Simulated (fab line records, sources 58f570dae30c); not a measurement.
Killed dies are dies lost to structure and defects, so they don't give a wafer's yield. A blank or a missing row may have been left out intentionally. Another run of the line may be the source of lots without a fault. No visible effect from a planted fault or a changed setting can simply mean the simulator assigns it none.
What tool caused it? -- flow berkeleyCmos170 -- at 1 step of a route of 331, 14 lots with 42 wafers sampled

WHAT EACH GAUGE READ, for each wafer
The record holds no reading of a measuring or inspecting step that can be judged against a usual standard deviation.

TOOL THAT RAN EACH LOT (tool first, then ch and the chambers of the sampled wafers, then the start)
lot,UCB170_V2_PEB_10
L318,"lithoTrack-04 ch 0, day 8 06:45"
L317,"lithoTrack-01 ch 0, day 8 12:04"
L319,"lithoTrack-03 ch 0, day 8 16:25"
L320,"lithoTrack-03, day 9 09:04"
L321,"lithoTrack-04, day 9 09:16"
L324,"lithoTrack-04 ch 0, day 9 22:07"
L325,"lithoTrack-03 ch 0, day 10 00:34"
L330,"lithoTrack-04 ch 0, day 12 01:52"
L334,"lithoTrack-01 ch 0, day 12 10:23"
L333,"lithoTrack-03 ch 0, day 12 10:43"
L335,"lithoTrack-01 ch 0, day 12 18:28"
L336,"lithoTrack-01 ch 0, day 12 19:53"
L338,"lithoTrack-04 ch 0, day 13 19:04"
L337,"lithoTrack-04 ch 0, day 13 19:16"
- UCB170_V2_PEB_10

WHAT THE TOOLS THEMSELVES READ (means of the sampled wafers that have a number; where no wafer has one, the mark that the record gives instead)
UCB170_V2_PEB_10.
lot,tool,chillPlateTempC (C),exhaustPa (Pa)
L318,lithoTrack-04,23.06,44.0
L317,lithoTrack-01,23.05,45.2
L319,lithoTrack-03,23.07,45.4
L320,lithoTrack-03,-,-
L321,lithoTrack-04,-,-
L324,lithoTrack-04,23.05,44.6
L325,lithoTrack-03,23.01,45.4
L330,lithoTrack-04,22.96,45.5
L334,lithoTrack-01,23.02,45.5
L333,lithoTrack-03,23.04,45.6
L335,lithoTrack-01,23.03,45.5
L336,lithoTrack-01,23.06,44.4
L338,lithoTrack-04,23.09,44.6
L337,lithoTrack-04,22.96,44.7

THE ANSWER, worked out from the rows above alone
Rule: what is usual is taken from the lots themselves. The widest of any qualifying gaps counts: lots, ordered by their means at a reading, are off when they make up no more than a third of the lots, leave a main group of 4 or more, and stand apart from it by 3 or more times the standard deviation of that group's means. Not used: any main group whose means are identical at the precision the tables above print for the reading. Also off: a lot with no number at a reading for which 4 or more lots have one. All remaining lots with rows at the step are treated as sound. Order of review: gauges by route order, followed by the tools' own readings, for which a lot's mean as printed above is used. At the first step where some lot is off, the reading lying furthest off is the one used; lots without a number count as furthest.
Off: L320, L321 (UCB170_V2_PEB_10, chillPlateTempC). Without a number there: L320, L321. The main group has a mean of 23.03 C with a standard deviation of 0.039.
A tool fits if, at that step or a process step before it, it ran every lot that is off, and no sound lot after the first of them. No candidate that was tried fits.

WHAT THE SIMULATOR HAD INSERTED
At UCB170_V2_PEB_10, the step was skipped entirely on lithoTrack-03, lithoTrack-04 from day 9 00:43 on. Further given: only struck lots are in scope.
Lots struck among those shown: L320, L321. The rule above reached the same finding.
